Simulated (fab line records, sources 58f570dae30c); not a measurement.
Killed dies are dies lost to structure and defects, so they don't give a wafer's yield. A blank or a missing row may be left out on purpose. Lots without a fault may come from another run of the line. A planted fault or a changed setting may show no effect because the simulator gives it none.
Which tool did it? | flow berkeley_cmos170 | 15 lots, 45 wafers sampled, at 5 steps of a route of 331

WHAT THE GAUGES READ, wafer by wafer
UCB170_NVT_TW_MEAS_09.
lot  | measured     | on            | NVT_TW
L636 | day 5 09:59  | film_metro-03 | 519.2 526.8 523.0
L637 | day 5 09:31  | film_metro-02 | 530.3 527.6 524.7
L638 | day 5 21:06  | film_metro-01 | 520.1 523.9 521.8
L640 | day 6 08:29  | film_metro-01 | 528.9 527.5 524.8
L641 | day 6 08:44  | film_metro-03 | 523.7 523.7 526.8
L644 | day 7 06:21  | film_metro-03 | 526.2 528.3 525.7
L642 | day 7 06:37  | film_metro-03 | 524.5 529.1 524.3
L645 | day 7 06:07  | film_metro-02 | 526.4 524.1 526.9
L643 | day 7 06:22  | film_metro-02 | 523.5 524.1 528.1
L647 | day 7 23:58  | film_metro-01 | 525.2 525.6 524.3
L652 | day 8 17:59  | film_metro-02 | 524.5 524.6 525.3
L656 | day 9 19:08  | film_metro-02 | 519.6 523.5 521.7
L653 | day 9 19:26  | film_metro-02 | 524.7 521.6 524.3
L658 | day 10 07:40 | film_metro-03 | 524.9 525.8 526.8
L659 | day 10 19:08 | film_metro-03 | 526.0 526.1 522.2

UCB170_PVT_TW_MEAS_09.
lot  | measured     | on            | PVT_TW
L636 | day 5 11:58  | film_metro-01 | 508 506 506
L637 | day 5 11:16  | film_metro-02 | 513 513 507
L638 | day 6 03:11  | film_metro-04 | 502 505 502
L640 | day 6 09:52  | film_metro-01 | 510 508 509
L641 | day 6 10:09  | film_metro-01 | 509 508 510
L644 | day 7 08:06  | film_metro-01 | 510 512 505
L642 | day 7 08:29  | film_metro-01 | 510 508 509
L645 | day 7 08:02  | film_metro-02 | 512 512 510
L643 | day 7 08:13  | film_metro-02 | 514 513 513
L647 | day 8 01:20  | film_metro-04 | 501 505 503
L652 | day 8 19:41  | film_metro-01 | 1041 1048 1047
L656 | day 9 22:50  | film_metro-02 | 1047 1040 1046
L653 | day 9 23:23  | film_metro-01 | 1046 1045 1050
L658 | day 10 10:59 | film_metro-04 | 508 506 504
L659 | day 10 20:39 | film_metro-01 | 512 513 513

UCB170_GATE_THK_MEAS_02.
lot  | measured     | on            | GATE_OXIDE_THK (nm)
L636 | day 5 17:10  | film_metro-03 | 6.41 6.50 6.56
L637 | day 5 17:11  | film_metro-02 | 6.45 6.64 6.65
L638 | day 6 07:17  | film_metro-04 | 6.57 6.49 6.62
L640 | day 6 12:54  | film_metro-03 | 6.60 6.50 6.46
L641 | day 6 12:57  | film_metro-04 | 6.48 6.48 6.46
L644 | day 7 14:26  | film_metro-04 | 6.55 6.57 6.55
L642 | day 7 14:20  | film_metro-04 | 6.49 6.42 6.58
L645 | day 7 14:16  | film_metro-04 | 6.47 6.45 6.41
L643 | day 7 14:22  | film_metro-04 | 6.68 6.72 6.56
L647 | day 8 06:58  | film_metro-03 | 6.73 6.71 6.47
L652 | day 9 00:28  | film_metro-02 | 6.58 6.60 6.51
L656 | day 10 05:41 | film_metro-02 | 6.49 6.38 6.49
L653 | day 10 05:39 | film_metro-02 | 6.63 6.58 6.64
L658 | day 10 16:34 | film_metro-04 | 6.59 6.58 6.52
L659 | day 11 04:32 | film_metro-03 | 6.75 6.66 6.69

WHICH TOOL RAN EACH LOT (tool, then ch and the chambers of the sampled wafers, then the start)
lot  | UCB170_PFIELD_STRIP_08              | UCB170_PVT_IMPLANT_07
L636 | plasma_asher-03 ch 0,1, day 4 07:29 | implanter-02 ch 0, day 5 11:43
L637 | plasma_asher-02 ch 1, day 4 07:43   | implanter-04 ch 0, day 5 11:02
L638 | plasma_asher-03 ch 0,1, day 4 19:38 | implanter-02 ch 0, day 6 02:56
L640 | plasma_asher-03 ch 0,1, day 5 05:19 | implanter-01 ch 0, day 6 09:39
L641 | plasma_asher-04 ch 0,1, day 5 05:26 | implanter-02 ch 0, day 6 09:56
L644 | plasma_asher-03 ch 0,1, day 6 02:49 | implanter-02 ch 0, day 7 07:52
L642 | plasma_asher-03 ch 0,1, day 6 03:24 | implanter-01 ch 0, day 7 08:17
L645 | plasma_asher-02 ch 0,1, day 6 03:28 | implanter-01 ch 0, day 7 07:49
L643 | plasma_asher-04 ch 0,1, day 6 03:34 | implanter-04 ch 0, day 7 07:58
L647 | plasma_asher-03 ch 0,1, day 6 15:05 | implanter-04 ch 0, day 8 01:05
L652 | plasma_asher-02 ch 0,1, day 7 11:05 | implanter-04 ch 0, day 8 19:28
L656 | plasma_asher-03 ch 0,1, day 8 10:48 | implanter-04 ch 0, day 9 22:35
L653 | plasma_asher-02 ch 0,1, day 8 10:55 | implanter-04 ch 0, day 9 23:10
L658 | plasma_asher-02 ch 0,1, day 8 17:58 | implanter-02 ch 0, day 10 10:45
L659 | plasma_asher-03 ch 0,1, day 9 07:25 | implanter-01 ch 0, day 10 20:26
- UCB170_PFIELD_STRIP_08: strips in O2.
- UCB170_PVT_IMPLANT_07

WHAT THE TOOLS THEMSELVES READ (means of the sampled wafers that have a number; where no wafer has one, the mark that the record gives instead)
UCB170_PFIELD_STRIP_08.
lot  | tool            | drypump_motor_current_A (A) | oes_product_au (a.u.) | strip_time_to_endpoint_s (s)
L636 | plasma_asher-03 | 5.83                        | 0.733                 | 21.71
L637 | plasma_asher-02 | 5.71                        | 0.735                 | 21.59
L638 | plasma_asher-03 | 5.77                        | 0.733                 | 21.70
L640 | plasma_asher-03 | 5.72                        | 0.735                 | 21.58
L641 | plasma_asher-04 | 5.12                        | 0.736                 | 21.56
L644 | plasma_asher-03 | 5.78                        | 0.734                 | 21.67
L642 | plasma_asher-03 | 5.75                        | 0.737                 | 21.68
L645 | plasma_asher-02 | 5.65                        | 0.736                 | 21.74
L643 | plasma_asher-04 | 5.11                        | 0.735                 | 21.73
L647 | plasma_asher-03 | 5.81                        | 0.736                 | 21.64
L652 | plasma_asher-02 | 5.67                        | 0.735                 | 21.66
L656 | plasma_asher-03 | 5.74                        | 0.737                 | 21.72
L653 | plasma_asher-02 | 5.66                        | 0.733                 | 21.75
L658 | plasma_asher-02 | 5.68                        | 0.737                 | 21.61
L659 | plasma_asher-03 | 5.83                        | 0.735                 | 21.54

UCB170_PVT_IMPLANT_07.
lot  | tool         | dose_ions_cm2 | end_station_pressure_torr (Torr) | faraday_current_uA
L636 | implanter-02 | 2.0022e+12    | 5e-06                            | 6.27
L637 | implanter-04 | 1.9975e+12    | 5e-06                            | 6.27
L638 | implanter-02 | 1.9966e+12    | 5e-06                            | 6.49
L640 | implanter-01 | 1.9971e+12    | 5e-06                            | 6.33
L641 | implanter-02 | 1.9997e+12    | 5e-06                            | 6.23
L644 | implanter-02 | 1.9982e+12    | 5e-06                            | 6.32
L642 | implanter-01 | 2.0011e+12    | 5e-06                            | 6.38
L645 | implanter-01 | 2.0011e+12    | 5e-06                            | 6.31
L643 | implanter-04 | 2.0010e+12    | 5e-06                            | 6.22
L647 | implanter-04 | 1.9994e+12    | 5e-06                            | 6.31
L652 | implanter-04 | 1.9999e+13    | 5e-06                            | 63.79
L656 | implanter-04 | 2.0001e+13    | 5e-06                            | 63.97
L653 | implanter-04 | 2.0004e+13    | 5e-06                            | 62.44
L658 | implanter-02 | 1.9997e+12    | 5e-06                            | 6.40
L659 | implanter-01 | 1.9974e+12    | 5e-06                            | 6.42

THE ANSWER, worked out from the rows above alone
Rule: what is usual is taken from the lots themselves. Put in order of their means at a reading, lots are off if they are a third of the lots or fewer, leave a main group of 4 or more, and stand apart from it by a gap of 3 or more times the standard deviation of the main group's means; of several such gaps the widest counts. A main group whose means are all the same, to the digits that the tables above print for the reading, isn't used. A lot without any number at a reading at which 4 lots or more have one is off too. The other lots that the step has rows for count as sound. The gauges are gone through in route order, then the tools' own readings, and for those a lot's mean is taken as printed above. The first step at which some lot is off is used, and at that step the reading that is off furthest; a lot without a number counts as furthest.
Off: L652, L656, L653, at UCB170_PVT_TW_MEAS_09 (PVT_TW). The main group: mean 509, standard deviation 3.2.
A tool fits if, at a process step before that reading, it ran every lot that is off, and no sound lot after the first of them. The gauges at UCB170_PVT_TW_MEAS_09 aren't tried: what is off there is off at UCB170_PVT_IMPLANT_07 too, on other tools, and a gauge's error can't cause that. One fits: implanter-04 at UCB170_PVT_IMPLANT_07. Its last sound lot is L647 (day 8 01:05), its first lot that is off L652 (day 8 19:28): a fault that began between those two fits.
The tool's own readings at UCB170_PVT_IMPLANT_07 bear it out: on the lots that are off they differ by more than 5 times the standard deviation of the sound lots' means. dose_ions_cm2 reads 2.0001e+13 there against 1.9992e+12 on the sound lots; faraday_current_uA reads 63.40 there against 6.33 on the sound lots.

WHAT THE SIMULATOR HAD PUT IN
Process parameter drift: implanter-04, from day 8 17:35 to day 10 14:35, at UCB170_PVT_IMPLANT_07. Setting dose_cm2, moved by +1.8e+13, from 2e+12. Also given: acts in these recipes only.
Lots struck among those shown: L652, L656, L653. The rule above found the same.
